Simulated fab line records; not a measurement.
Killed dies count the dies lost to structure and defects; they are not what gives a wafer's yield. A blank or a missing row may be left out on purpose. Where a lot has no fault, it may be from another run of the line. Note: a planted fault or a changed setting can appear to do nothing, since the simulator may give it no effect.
Which tool was responsible? || flow berkeley-cmos170 || 36 wafers from 12 lots sampled at 2 of the route's 331 steps

== WHAT THE GAUGES SHOWED, per wafer ==
UCB170_SCREENOX_THK_MEAS_02. Usual: SCREENOX_OXIDE_THK 14.26 nm, standard deviation 0.27.
{"lot": "L904", "measured": "day 5 21:44", "on": "film-metro-04", "SCREENOX_OXIDE_THK (nm)": "14.56 14.48 14.63", "flag": ""}
{"lot": "L905", "measured": "day 6 05:29", "on": "film-metro-01", "SCREENOX_OXIDE_THK (nm)": "14.65 14.50 14.42", "flag": ""}
{"lot": "L906", "measured": "day 6 05:29", "on": "film-metro-02", "SCREENOX_OXIDE_THK (nm)": "14.27 14.18 14.39", "flag": ""}
{"lot": "L908", "measured": "day 7 05:21", "on": "film-metro-02", "SCREENOX_OXIDE_THK (nm)": "14.40 14.58 14.48", "flag": ""}
{"lot": "L914", "measured": "day 8 19:14", "on": "film-metro-04", "SCREENOX_OXIDE_THK (nm)": "3.60 3.71 3.69", "flag": "OFF"}
{"lot": "L915", "measured": "day 8 19:14", "on": "film-metro-01", "SCREENOX_OXIDE_THK (nm)": "3.94 4.00 3.95", "flag": "OFF"}
{"lot": "L921", "measured": "day 10 06:15", "on": "film-metro-01", "SCREENOX_OXIDE_THK (nm)": "14.43 14.50 14.28", "flag": ""}
{"lot": "L922", "measured": "day 10 06:16", "on": "film-metro-04", "SCREENOX_OXIDE_THK (nm)": "14.69 14.42 14.77", "flag": ""}
{"lot": "L924", "measured": "day 10 23:46", "on": "film-metro-02", "SCREENOX_OXIDE_THK (nm)": "14.40 14.40 14.54", "flag": ""}
{"lot": "L925", "measured": "day 10 23:47", "on": "film-metro-04", "SCREENOX_OXIDE_THK (nm)": "14.31 14.16 14.41", "flag": ""}
{"lot": "L926", "measured": "day 11 15:27", "on": "film-metro-01", "SCREENOX_OXIDE_THK (nm)": "13.94 13.94 14.04", "flag": ""}
{"lot": "L927", "measured": "day 11 15:26", "on": "film-metro-02", "SCREENOX_OXIDE_THK (nm)": "13.91 13.66 13.82", "flag": ""}

== WHAT TOOL EACH LOT RAN ON (gives the tool, then ch and the chambers of the sampled wafers, and finally the start) ==
{"lot": "L904", "UCB170_SCREENOX_OXIDATION_01": "furnace-02 ch 0, day 5 20:05"}
{"lot": "L905", "UCB170_SCREENOX_OXIDATION_01": "furnace-01 ch 0, day 6 03:49"}
{"lot": "L906", "UCB170_SCREENOX_OXIDATION_01": "furnace-01 ch 0, day 6 03:49"}
{"lot": "L908", "UCB170_SCREENOX_OXIDATION_01": "furnace-04 ch 0, day 7 03:41"}
{"lot": "L914", "UCB170_SCREENOX_OXIDATION_01": "furnace-02 ch 0, day 8 17:35"}
{"lot": "L915", "UCB170_SCREENOX_OXIDATION_01": "furnace-02 ch 0, day 8 17:35"}
{"lot": "L921", "UCB170_SCREENOX_OXIDATION_01": "furnace-04 ch 0, day 10 04:35"}
{"lot": "L922", "UCB170_SCREENOX_OXIDATION_01": "furnace-04 ch 0, day 10 04:35"}
{"lot": "L924", "UCB170_SCREENOX_OXIDATION_01": "furnace-04 ch 0, day 10 22:06"}
{"lot": "L925", "UCB170_SCREENOX_OXIDATION_01": "furnace-04 ch 0, day 10 22:06"}
{"lot": "L926", "UCB170_SCREENOX_OXIDATION_01": "furnace-04 ch 0, day 11 13:46"}
{"lot": "L927", "UCB170_SCREENOX_OXIDATION_01": "furnace-04 ch 0, day 11 13:46"}
- UCB170_SCREENOX_OXIDATION_01: target thk 14.4 nm, ox time 2400 s.

== AS READ BY THE TOOLS THEMSELVES (means over the sampled wafers that have a number; for cases with no such wafer, the mark the record gives instead) ==
UCB170_SCREENOX_OXIDATION_01. Usual: spike-tc-centre-C 902.4 C, standard deviation 1.2; spike-tc-load-C 924 C, standard deviation 3.5; spike-tc-source-C 925 C, standard deviation 6.9; tube-center-temp-C 900.01 C, standard deviation 0.083; tube_center_temp_C_max 902.3, standard deviation 0.39; zone-power-load-pct 28 %, standard deviation 3.8.
{"lot": "L904", "tool": "furnace-02", "spike-tc-centre-C (C)": 901.6, "spike-tc-load-C (C)": 928, "spike-tc-source-C (C)": 917, "tube-center-temp-C (C)": 900.01, "tube_center_temp_C_max": 902.0, "zone-power-load-pct (%)": 31, "flag": ""}
{"lot": "L905", "tool": "furnace-01", "spike-tc-centre-C (C)": 902.7, "spike-tc-load-C (C)": 923, "spike-tc-source-C (C)": 928, "tube-center-temp-C (C)": 899.99, "tube_center_temp_C_max": 902.0, "zone-power-load-pct (%)": 23, "flag": ""}
{"lot": "L906", "tool": "furnace-01", "spike-tc-centre-C (C)": 903.4, "spike-tc-load-C (C)": 922, "spike-tc-source-C (C)": 927, "tube-center-temp-C (C)": 899.92, "tube_center_temp_C_max": 902.6, "zone-power-load-pct (%)": 23, "flag": ""}
{"lot": "L908", "tool": "furnace-04", "spike-tc-centre-C (C)": 903.1, "spike-tc-load-C (C)": 921, "spike-tc-source-C (C)": 932, "tube-center-temp-C (C)": 899.91, "tube_center_temp_C_max": 902.1, "zone-power-load-pct (%)": 24, "flag": ""}
{"lot": "L914", "tool": "furnace-02", "spike-tc-centre-C (C)": 798.6, "spike-tc-load-C (C)": 822, "spike-tc-source-C (C)": 812, "tube-center-temp-C (C)": 796.38, "tube_center_temp_C_max": 798.8, "zone-power-load-pct (%)": 24, "flag": "OFF"}
{"lot": "L915", "tool": "furnace-02", "spike-tc-centre-C (C)": 798.2, "spike-tc-load-C (C)": 823, "spike-tc-source-C (C)": 812, "tube-center-temp-C (C)": 796.38, "tube_center_temp_C_max": 798.6, "zone-power-load-pct (%)": 24, "flag": "OFF"}
{"lot": "L921", "tool": "furnace-04", "spike-tc-centre-C (C)": 903.5, "spike-tc-load-C (C)": 921, "spike-tc-source-C (C)": 931, "tube-center-temp-C (C)": 899.93, "tube_center_temp_C_max": 902.0, "zone-power-load-pct (%)": 25, "flag": ""}
{"lot": "L922", "tool": "furnace-04", "spike-tc-centre-C (C)": 902.8, "spike-tc-load-C (C)": 921, "spike-tc-source-C (C)": 932, "tube-center-temp-C (C)": 900.02, "tube_center_temp_C_max": 902.8, "zone-power-load-pct (%)": 25, "flag": ""}
{"lot": "L924", "tool": "furnace-04", "spike-tc-centre-C (C)": 902.5, "spike-tc-load-C (C)": 921, "spike-tc-source-C (C)": 932, "tube-center-temp-C (C)": 900.00, "tube_center_temp_C_max": 902.3, "zone-power-load-pct (%)": 24, "flag": ""}
{"lot": "L925", "tool": "furnace-04", "spike-tc-centre-C (C)": 903.1, "spike-tc-load-C (C)": 921, "spike-tc-source-C (C)": 931, "tube-center-temp-C (C)": 900.00, "tube_center_temp_C_max": 902.3, "zone-power-load-pct (%)": 24, "flag": ""}
{"lot": "L926", "tool": "furnace-04", "spike-tc-centre-C (C)": 903.8, "spike-tc-load-C (C)": 920, "spike-tc-source-C (C)": 932, "tube-center-temp-C (C)": 900.05, "tube_center_temp_C_max": 902.9, "zone-power-load-pct (%)": 25, "flag": ""}
{"lot": "L927", "tool": "furnace-04", "spike-tc-centre-C (C)": 903.8, "spike-tc-load-C (C)": 920, "spike-tc-source-C (C)": 931, "tube-center-temp-C (C)": 900.00, "tube_center_temp_C_max": 902.2, "zone-power-load-pct (%)": 24, "flag": ""}

== THE ANSWER, worked out from the rows above alone ==
Rule: take the mean of a lot's wafers that have a number; if it is more than 3 standard deviations from the usual mean, the lot is off. Also off: a lot with no number at a reading for which 4 or more lots have one. All remaining lots with rows at the step are treated as sound. First the gauges in route order, then the tools' own readings, where a lot's mean is used as printed above. At the first step where some lot is off, the reading lying furthest off is the one used; lots without a number count as furthest.
Off: at UCB170_SCREENOX_THK_MEAS_02 (SCREENOX_OXIDE_THK), L914, L915.
A tool fits if, at a process step before that reading, it ran every lot that is off, and no sound lot after the first of them. Not tried: the gauges at UCB170_SCREENOX_THK_MEAS_02; whatever is off there is also off at UCB170_SCREENOX_OXIDATION_01, on other tools, and gauge error can't account for it. One fits: UCB170_SCREENOX_OXIDATION_01 on furnace-02. Its last sound lot is L904 (day 5 20:05), its first lot that is off L914 (day 8 17:35): a fault that began between those two fits.
The tool's own readings at UCB170_SCREENOX_OXIDATION_01 bear it out: on the lots that are off they differ by more than 5 times the standard deviation of the sound lots' means. spike-tc-centre-C reads 798.4 C there against 903.0 C on the sound lots; spike-tc-load-C reads 822 C there against 922 C on the sound lots; spike-tc-source-C reads 812 C there against 929 C on the sound lots; tube-center-temp-C reads 796.38 C there against 899.98 C on the sound lots; tube_center_temp_C_max reads 798.7 there against 902.3 on the sound lots.

== WHAT WAS PUT IN BY THE SIMULATOR ==
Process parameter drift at UCB170_SCREENOX_OXIDATION_01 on furnace-02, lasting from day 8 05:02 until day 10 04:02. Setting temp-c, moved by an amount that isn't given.
Shown lots that were struck: L914, L915. This agrees with what the rule above found.
